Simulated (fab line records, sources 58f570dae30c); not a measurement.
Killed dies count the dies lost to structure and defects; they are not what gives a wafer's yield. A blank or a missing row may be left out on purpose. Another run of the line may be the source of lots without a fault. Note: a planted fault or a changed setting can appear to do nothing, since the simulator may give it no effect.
What tool caused it?	flow berkeleyCmos170	15 lots, 45 wafers sampled, at 6 steps of a route of 331

## WHAT EACH GAUGE READ, for each wafer
UCB170_SPACER_THK_MEAS_01. Usual: for SPACER_TEOS_THK the level is 377 nm and the standard deviation is 5.
lot	measured	on	SPACER_TEOS_THK (nm)	flag
L257	day 7 19:47	filmMetro-02	376 372 382	
L260	day 7 23:09	filmMetro-04	371 367 376	
L264	day 9 11:15	filmMetro-03	371 376 375	
L265	day 9 11:48	filmMetro-04	377 375 376	
L263	day 9 11:58	filmMetro-03	379 384 387	
L270	day 10 13:14	filmMetro-02	374 377 380	
L272	day 11 04:01	filmMetro-02	368 375 374	
L271	day 11 04:01	filmMetro-04	381 381 384	
L274	day 11 04:35	filmMetro-02	373 378 379	
L275	day 11 04:35	filmMetro-04	371 369 379	
L276	day 11 20:44	filmMetro-04	378 380 377	
L279	day 11 21:03	filmMetro-02	372 377 380	
L278	day 11 21:19	filmMetro-03	370 376 371	
L277	day 11 21:48	filmMetro-04	376 377 378	
L280	day 12 13:43	filmMetro-04	370 374 373	

UCB170_CONTACT_THK_MEAS_02. Usual: for CONTACT_PSG_THK the level is 700 nm and the standard deviation is 6.8.
lot	measured	on	CONTACT_PSG_THK (nm)	flag
L257	day 8 14:57	filmMetro-04	712 713 712	
L260	day 8 14:53	filmMetro-04	707 704 701	
L264	day 10 01:44	filmMetro-03	573 567 569	OFF
L265	day 10 01:45	filmMetro-04	584 571 575	OFF
L263	day 10 01:44	filmMetro-01	569 576 573	OFF
L270	day 11 04:33	filmMetro-01	701 708 704	
L272	day 12 09:56	filmMetro-03	687 695 694	
L271	day 12 05:54	filmMetro-03	711 704 702	
L274	day 12 09:58	filmMetro-01	692 694 693	
L275	day 12 09:54	filmMetro-04	693 694 697	
L276	day 12 15:55	filmMetro-01	701 698 704	
L279	day 12 15:58	filmMetro-03	700 698 702	
L278	day 12 15:59	filmMetro-01	694 692 687	
L277	day 12 15:56	filmMetro-04	702 700 701	
L280	day 13 10:21	filmMetro-03	704 705 701	

UCB170_V1_BOW_MEAS_03. Usual: for V1_BOW the level is 18 um and the standard deviation is 7.1.
lot	measured	on	V1_BOW (um)	flag
L257	day 8 22:41	filmMetro-04	21 10 15	
L260	day 8 22:59	filmMetro-04	5 14 1	
L264	day 10 09:47	filmMetro-03	25 25 15	
L265	day 10 09:50	filmMetro-04	18 14 14	
L263	day 10 10:05	filmMetro-02	12 25 21	
L270	day 11 10:35	filmMetro-04	11 20 10	
L272	day 12 17:35	filmMetro-04	9 15 14	
L271	day 12 13:21	filmMetro-02	24 17 24	
L274	day 12 17:55	filmMetro-04	17 24 5	
L275	day 12 16:15	filmMetro-04	20 1 8	
L276	day 12 23:32	filmMetro-02	29 27 16	
L279	day 13 02:14	filmMetro-04	12 6 8	
L278	day 13 02:13	filmMetro-03	26 36 16	
L277	day 13 00:53	filmMetro-04	20 26 18	
L280	day 13 17:21	filmMetro-02	20 17 14	

UCB170_V2_THK_MEAS_04. Usual: for V2_POLISHED_THK the level is 1000.2 nm and the standard deviation is 1.1.
lot	measured	on	V2_POLISHED_THK (nm)	flag
L257	day 9 07:22	filmMetro-03	1000.7 1000.1 1000.0	
L260	day 9 07:52	filmMetro-03	999.3 1001.0 1001.2	
L264	day 10 15:57	filmMetro-01	1000.6 1000.1 999.1	
L265	day 10 16:21	filmMetro-03	1000.7 1000.2 1001.6	
L263	day 10 16:34	filmMetro-01	1001.4 998.8 998.8	
L270	day 11 15:39	filmMetro-03	1000.0 1000.8 1002.2	
L272	day 13 04:14	filmMetro-01	999.7 1000.2 1002.5	
L271	day 12 18:26	filmMetro-03	1001.7 1000.7 1000.8	
L274	day 13 04:58	filmMetro-03	998.7 1000.5 999.5	
L275	day 13 02:38	filmMetro-03	999.0 998.7 999.1	
L276	day 13 08:41	filmMetro-03	1000.7 1000.8 1000.3	
L279	day 13 13:02	filmMetro-01	1000.0 1000.1 1001.0	
L278	day 13 13:16	filmMetro-01	1000.2 999.9 1000.9	
L277	day 13 09:27	filmMetro-03	999.5 999.5 999.8	
L280	day 14 01:05	filmMetro-04	999.2 1002.2 998.0	

## WHAT TOOL EACH LOT RAN ON (gives the tool, then ch and the chambers of the sampled wafers, and finally the start)
lot	UCB170_CONTACT_CVD_01	UCB170_CONTACT_ETCH_18
L257	lpcvd-01 ch 0, day 8 13:07	rieDiel-03 ch 0,1,2, day 8 22:41 or earlier
L260	lpcvd-01 ch 1, day 8 13:07	rieDiel-02 ch 0,1,2, day 8 22:59 or earlier
L264	lpcvd-01 ch 1, day 9 23:57	rieDiel-01 ch 0,2, day 10 09:47 or earlier
L265	lpcvd-01 ch 1, day 9 23:57	rieDiel-02 ch 1,2, day 10 09:50 or earlier
L263	lpcvd-01 ch 0, day 9 23:57	rieDiel-03 ch 0,1,2, day 10 10:05 or earlier
L270	lpcvd-02 ch 0, day 11 02:46	rieDiel-03 ch 0,3, day 11 10:35 or earlier
L272	lpcvd-02 ch 1, day 12 05:53	rieDiel-03 ch 0,1, day 12 17:35 or earlier
L271	lpcvd-02 ch 0, day 12 03:13	rieDiel-01 ch 1,2, day 12 13:21 or earlier
L274	lpcvd-02 ch 0, day 12 05:53	rieDiel-01 ch 0,1,2, day 12 17:55 or earlier
L275	lpcvd-02 ch 0, day 12 05:53	rieDiel-01 ch 0,2,3, day 12 16:15 or earlier
L276	lpcvd-01 ch 1, day 12 14:08	rieDiel-02 ch 0,1,3, day 12 23:32 or earlier
L279	lpcvd-01 ch 0, day 12 14:08	rieDiel-03 ch 0,1,2, day 13 02:14 or earlier
L278	lpcvd-01 ch 0, day 12 14:08	rieDiel-01 ch 1,2,3, day 13 02:13 or earlier
L277	lpcvd-01 ch 0, day 12 14:08	rieDiel-01 ch 1,2, day 13 00:53 or earlier
L280	lpcvd-01 ch 1, day 13 08:30	rieDiel-03 ch 1,2,3, day 13 17:21 or earlier
- UCB170_CONTACT_CVD_01: deposits PSG from SiH4/O2/PH3, target thk 700 nm, time 2820 s.
- UCB170_CONTACT_ETCH_18: etches PSG in CHF3/CF4/Ar, stops on TiSi2, target depth 840 nm, time 195 s.

## AS READ BY THE TOOLS THEMSELVES (means over the sampled wafers that have a number; for cases with no such wafer, the mark the record gives instead)
UCB170_CONTACT_CVD_01. Usual: sih4FlowSccm 59.98 sccm, standard deviation 0.17; susceptorTempC 450.00 C, standard deviation 0.23.
lot	tool	sih4FlowSccm (sccm)	susceptorTempC (C)	flag
L257	lpcvd-01	60.17	449.97	
L260	lpcvd-01	59.95	449.62	
L264	lpcvd-01	29.69	449.90	OFF
L265	lpcvd-01	30.05	449.76	OFF
L263	lpcvd-01	30.04	450.11	OFF
L270	lpcvd-02	60.01	449.85	
L272	lpcvd-02	59.87	450.17	
L271	lpcvd-02	60.03	450.29	
L274	lpcvd-02	59.92	449.82	
L275	lpcvd-02	59.88	450.13	
L276	lpcvd-01	59.99	449.82	
L279	lpcvd-01	60.07	450.18	
L278	lpcvd-01	59.93	449.93	
L277	lpcvd-01	60.21	450.13	
L280	lpcvd-01	59.73	450.05	

UCB170_CONTACT_ETCH_18. Usual: CHF3_flow_sccm 44.98 sccm, standard deviation 0.13; drypumpMotorCurrentA 5.9 A, standard deviation 0.61; oesProductAu 0.899 a.u., standard deviation 0.012; throttleValvePct 6.98 %, standard deviation 0.13.
lot	tool	CHF3_flow_sccm (sccm)	drypumpMotorCurrentA (A)	oesProductAu (a.u.)	throttleValvePct (%)	flag
L257	rieDiel-03	44.99	5.5	0.898	6.90	
L260	rieDiel-02	45.01	6.2	0.907	6.96	
L264	rieDiel-01	44.92	6.3	0.808	7.16	OFF
L265	rieDiel-02	45.07	6.5	0.802	6.96	OFF
L263	rieDiel-03	45.01	5.5	0.800	6.92	OFF
L270	rieDiel-03	44.99	6.3	0.896	6.84	
L272	rieDiel-03	45.04	5.9	0.881	6.92	
L271	rieDiel-01	45.13	5.1	0.906	7.09	
L274	rieDiel-01	44.88	5.7	0.901	7.12	
L275	rieDiel-01	44.94	6.2	0.905	7.11	
L276	rieDiel-02	44.91	6.3	0.904	6.90	
L279	rieDiel-03	44.82	5.5	0.891	6.91	
L278	rieDiel-01	44.90	5.6	0.901	7.07	
L277	rieDiel-01	45.04	5.5	0.901	7.13	
L280	rieDiel-03	45.11	5.5	0.903	6.92	

## THE ANSWER, worked out from the rows above alone
Rule: lot off if the mean of its wafers having a number is beyond 3 standard deviations from the usual mean. A lot without any number at a reading at which 4 lots or more have one is off too. Where the step has rows for the other lots, those lots are counted as sound. Order of review: gauges by route order, followed by the tools' own readings, for which a lot's mean as printed above is used. At the first step where some lot is off, the reading lying furthest off is the one used; lots without a number count as furthest.
Off: L264, L265, L263, at UCB170_CONTACT_THK_MEAS_02 (CONTACT_PSG_THK).
If a tool, at a process step before that reading, ran all the lots that are off and no sound lot after the first of them, it fits. The gauges at UCB170_CONTACT_THK_MEAS_02 aren't tried: what is off there is off at UCB170_CONTACT_CVD_01 too, on other tools, and a gauge's error can't cause that. No candidate that was tried fits.

## WHAT THE SIMULATOR HAD INSERTED
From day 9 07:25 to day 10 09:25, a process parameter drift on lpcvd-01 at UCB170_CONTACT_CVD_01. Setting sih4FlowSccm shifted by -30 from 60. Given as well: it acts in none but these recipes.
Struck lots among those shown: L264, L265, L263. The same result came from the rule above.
